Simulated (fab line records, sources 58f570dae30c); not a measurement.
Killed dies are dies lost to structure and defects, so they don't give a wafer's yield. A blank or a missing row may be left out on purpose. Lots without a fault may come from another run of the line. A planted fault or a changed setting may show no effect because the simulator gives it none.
Which tool did it? | flow berkeley_cmos170 | 14 lots, 42 wafers sampled, at 5 steps of a route of 331

WHAT THE GAUGES READ, wafer by wafer
UCB170_ACTIVE_CD_MEAS_90: target cd 1200 nm. Usual: cd_nm 1200.5 nm, standard deviation 1.1.
lot  | measured    | on        | cd_nm (nm)           | flag
L860 | day 4 16:23 | cd_sem-01 | 1202.1 1201.0 1202.1 |
L862 | day 5 16:04 | cd_sem-01 | 1199.4 1199.3 1199.9 |
L864 | day 5 16:08 | cd_sem-02 | 1202.0 1201.3 1201.3 |
L865 | day 6 07:22 | cd_sem-02 | 1200.7 1199.1 1200.5 |
L867 | day 6 08:02 | cd_sem-02 | 1200.2 1201.7 1199.5 |
L868 | day 6 14:13 | cd_sem-01 | 1200.4 1200.9 1201.2 |
L870 | day 6 21:42 | cd_sem-02 | 1201.0 1200.3 1200.6 |
L869 | day 6 21:55 | cd_sem-02 | 1198.8 1199.3 1198.1 |
L875 | day 7 13:53 | cd_sem-01 | 1200.7 1200.2 1199.1 |
L876 | day 8 08:11 | cd_sem-01 | 1198.9 1198.6 1199.5 |
L880 | day 8 18:26 | cd_sem-02 | 1200.2 1201.0 1200.8 |
L879 | day 8 18:35 | cd_sem-02 | 1200.5 1200.2 1202.8 |
L881 | day 9 05:28 | cd_sem-02 | 1201.9 1201.6 1200.8 |
L882 | day 9 12:23 | cd_sem-01 | 1198.6 1199.4 1200.4 |

UCB170_SACOX_THK_MEAS_02. Usual: SACOX_OXIDE_THK 14.49 nm, standard deviation 0.26.
lot  | measured     | on            | SACOX_OXIDE_THK (nm) | flag
L860 | day 5 23:26  | film_metro-01 | 14.91 14.73 15.09    |
L862 | day 6 14:52  | film_metro-04 | 14.79 14.72 14.59    |
L864 | day 6 14:53  | film_metro-03 | 14.65 14.52 14.39    |
L865 | day 7 04:49  | film_metro-04 | 14.32 14.61 14.41    |
L867 | day 7 04:48  | film_metro-01 | 14.63 14.58 14.49    |
L868 | day 7 13:34  | film_metro-04 | 14.04 13.96 14.06    |
L870 | day 7 23:29  | film_metro-01 | 14.92 14.87 14.88    |
L869 | day 7 23:32  | film_metro-01 | 14.62 14.56 14.75    |
L875 | day 8 12:21  | film_metro-03 | 14.42 14.38 14.45    |
L876 | day 9 07:35  | film_metro-01 | 14.83 14.77 14.59    |
L880 | day 9 20:14  | film_metro-03 | 14.43 14.41 14.57    |
L879 | day 9 20:11  | film_metro-04 | 14.52 14.44 14.28    |
L881 | day 10 10:07 | film_metro-01 | 14.84 14.86 15.13    |
L882 | day 10 13:31 | film_metro-01 | 14.40 14.23 14.24    |

UCB170_NVT_TW_MEAS_09. Usual: NVT_TW 522, standard deviation 4.4.
lot  | measured     | on            | NVT_TW      | flag
L860 | day 6 13:30  | film_metro-02 | 515 514 514 |
L862 | day 7 02:57  | film_metro-01 | 524 525 524 |
L864 | day 7 03:16  | film_metro-01 | 527 526 524 |
L865 | day 7 16:26  | film_metro-01 | 526 524 522 |
L867 | day 7 15:25  | film_metro-02 | 514 513 518 |
L868 | day 8 03:26  | film_metro-04 | 528 524 526 |
L870 | day 8 12:32  | film_metro-02 | 460 461 462 | OFF
L869 | day 8 13:07  | film_metro-01 | 468 469 469 | OFF
L875 | day 9 03:15  | film_metro-01 | 520 520 525 |
L876 | day 9 19:42  | film_metro-02 | 512 513 512 |
L880 | day 10 09:48 | film_metro-04 | 524 527 525 |
L879 | day 10 09:32 | film_metro-02 | 518 518 517 |
L881 | day 10 21:28 | film_metro-02 | 519 520 517 |
L882 | day 10 21:44 | film_metro-01 | 522 522 522 |

WHICH TOOL RAN EACH LOT (tool, then ch and the chambers of the sampled wafers, then the start)
lot  | UCB170_ACTIVE_STRIP_16              | UCB170_NVT_IMPLANT_07
L860 | plasma_asher-02 ch 0,1, day 4 16:17 | implanter-02 ch 0, day 6 13:15
L862 | plasma_asher-04 ch 0,1, day 5 15:58 | implanter-02 ch 0, day 7 02:42
L864 | plasma_asher-02 ch 0,1, day 5 16:01 | implanter-04 ch 0, day 7 03:01
L865 | plasma_asher-01 ch 0,1, day 6 07:14 | implanter-02 ch 0, day 7 16:12
L867 | plasma_asher-04 ch 0,1, day 6 07:55 | implanter-02 ch 0, day 7 15:10
L868 | plasma_asher-04 ch 0,1, day 6 14:06 | implanter-04 ch 0, day 8 03:12
L870 | plasma_asher-04 ch 0,1, day 6 21:35 | implanter-04 ch 0, day 8 12:19
L869 | plasma_asher-01 ch 0,1, day 6 21:48 | implanter-04 ch 0, day 8 12:52
L875 | plasma_asher-04 ch 0, day 7 13:47   | implanter-01 ch 0, day 9 03:00
L876 | plasma_asher-01 ch 1, day 8 08:04   | implanter-02 ch 0, day 9 19:28
L880 | plasma_asher-02 ch 0,1, day 8 18:20 | implanter-01 ch 0, day 10 09:33
L879 | plasma_asher-04 ch 0,1, day 8 18:26 | implanter-02 ch 0, day 10 09:18
L881 | plasma_asher-02 ch 0,1, day 9 05:22 | implanter-02 ch 0, day 10 21:13
L882 | plasma_asher-04 ch 0,1, day 9 12:17 | implanter-01 ch 0, day 10 21:31
- UCB170_ACTIVE_STRIP_16: strips in O2.
- UCB170_NVT_IMPLANT_07

WHAT THE TOOLS THEMSELVES READ (means of the sampled wafers that have a number; where no wafer has one, the mark that the record gives instead)
UCB170_ACTIVE_STRIP_16. Usual: drypump_motor_current_A 5.4 A, standard deviation 0.45; oes_product_au 0.722 a.u., standard deviation 0.0045; strip_time_to_endpoint_s 18.12 s, standard deviation 0.073.
lot  | tool            | drypump_motor_current_A (A) | oes_product_au (a.u.) | strip_time_to_endpoint_s (s) | flag
L860 | plasma_asher-02 | 5.5                         | 0.716                 | 18.23                        |
L862 | plasma_asher-04 | 5.2                         | 0.722                 | 18.06                        |
L864 | plasma_asher-02 | 5.4                         | 0.726                 | 18.17                        |
L865 | plasma_asher-01 | 5.5                         | 0.722                 | 18.09                        |
L867 | plasma_asher-04 | 5.2                         | 0.726                 | 18.10                        |
L868 | plasma_asher-04 | 5.2                         | 0.722                 | 18.08                        |
L870 | plasma_asher-04 | 5.6                         | 0.720                 | 18.04                        |
L869 | plasma_asher-01 | 5.3                         | 0.725                 | 18.19                        |
L875 | plasma_asher-04 | 6.0                         | 0.729                 | 18.24                        |
L876 | plasma_asher-01 | 5.7                         | 0.717                 | 18.12                        |
L880 | plasma_asher-02 | 5.6                         | 0.723                 | 18.11                        |
L879 | plasma_asher-04 | 5.6                         | 0.718                 | 18.20                        |
L881 | plasma_asher-02 | 5.6                         | 0.717                 | 18.16                        |
L882 | plasma_asher-04 | 5.2                         | 0.725                 | 18.26                        |

UCB170_NVT_IMPLANT_07. Usual: beam_energy_keV 49.999, standard deviation 0.015; end_station_pressure_torr 4.96e-06 Torr, standard deviation 2.8e-07; faraday_current_uA 9.52, standard deviation 0.21.
lot  | tool         | beam_energy_keV | end_station_pressure_torr (Torr) | faraday_current_uA | flag
L860 | implanter-02 | 50.008          | 5.04e-06                         | 9.42               |
L862 | implanter-02 | 49.973          | 5.04e-06                         | 9.79               |
L864 | implanter-04 | 50.018          | 5.17e-06                         | 9.51               |
L865 | implanter-02 | 50.006          | 5.01e-06                         | 9.45               |
L867 | implanter-02 | 49.987          | 4.86e-06                         | 9.38               |
L868 | implanter-04 | 49.998          | 4.82e-06                         | 9.66               |
L870 | implanter-04 | 32.498          | 5.03e-06                         | 9.59               | OFF
L869 | implanter-04 | 32.499          | 5.00e-06                         | 9.45               | OFF
L875 | implanter-01 | 49.981          | 5.02e-06                         | 9.68               |
L876 | implanter-02 | 50.002          | 4.87e-06                         | 9.51               |
L880 | implanter-01 | 50.010          | 4.85e-06                         | 9.72               |
L879 | implanter-02 | 50.021          | 4.88e-06                         | 9.41               |
L881 | implanter-02 | 49.997          | 5.19e-06                         | 9.51               |
L882 | implanter-01 | 50.004          | 4.85e-06                         | 9.25               |

THE ANSWER, worked out from the rows above alone
Rule: a lot is off if the mean of its wafers that have a number lies more than 3 standard deviations from the usual mean. A lot without any number at a reading at which 4 lots or more have one is off too. The other lots that the step has rows for count as sound. The gauges are gone through in route order, then the tools' own readings, and for those a lot's mean is taken as printed above. The first step at which some lot is off is used, and at that step the reading that is off furthest; a lot without a number counts as furthest.
Off: L870, L869, at UCB170_NVT_TW_MEAS_09 (NVT_TW).
A tool fits if, at a process step before that reading, it ran every lot that is off, and no sound lot after the first of them. The gauges at UCB170_NVT_TW_MEAS_09 aren't tried: what is off there is off at UCB170_NVT_IMPLANT_07 too, on other tools, and a gauge's error can't cause that. One fits: implanter-04 at UCB170_NVT_IMPLANT_07. Its last sound lot is L868 (day 8 03:12), its first lot that is off L870 (day 8 12:19): a fault that began between those two fits.
The tool's own readings at UCB170_NVT_IMPLANT_07 bear it out: on the lots that are off they differ by more than 5 times the standard deviation of the sound lots' means. beam_energy_keV reads 32.498 there against 50.000 on the sound lots.

WHAT THE SIMULATOR HAD PUT IN
Process parameter drift: implanter-04, from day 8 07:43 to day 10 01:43, at UCB170_NVT_IMPLANT_07. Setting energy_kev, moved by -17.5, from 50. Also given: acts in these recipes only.
Lots struck among those shown: L870, L869. The rule above found the same.
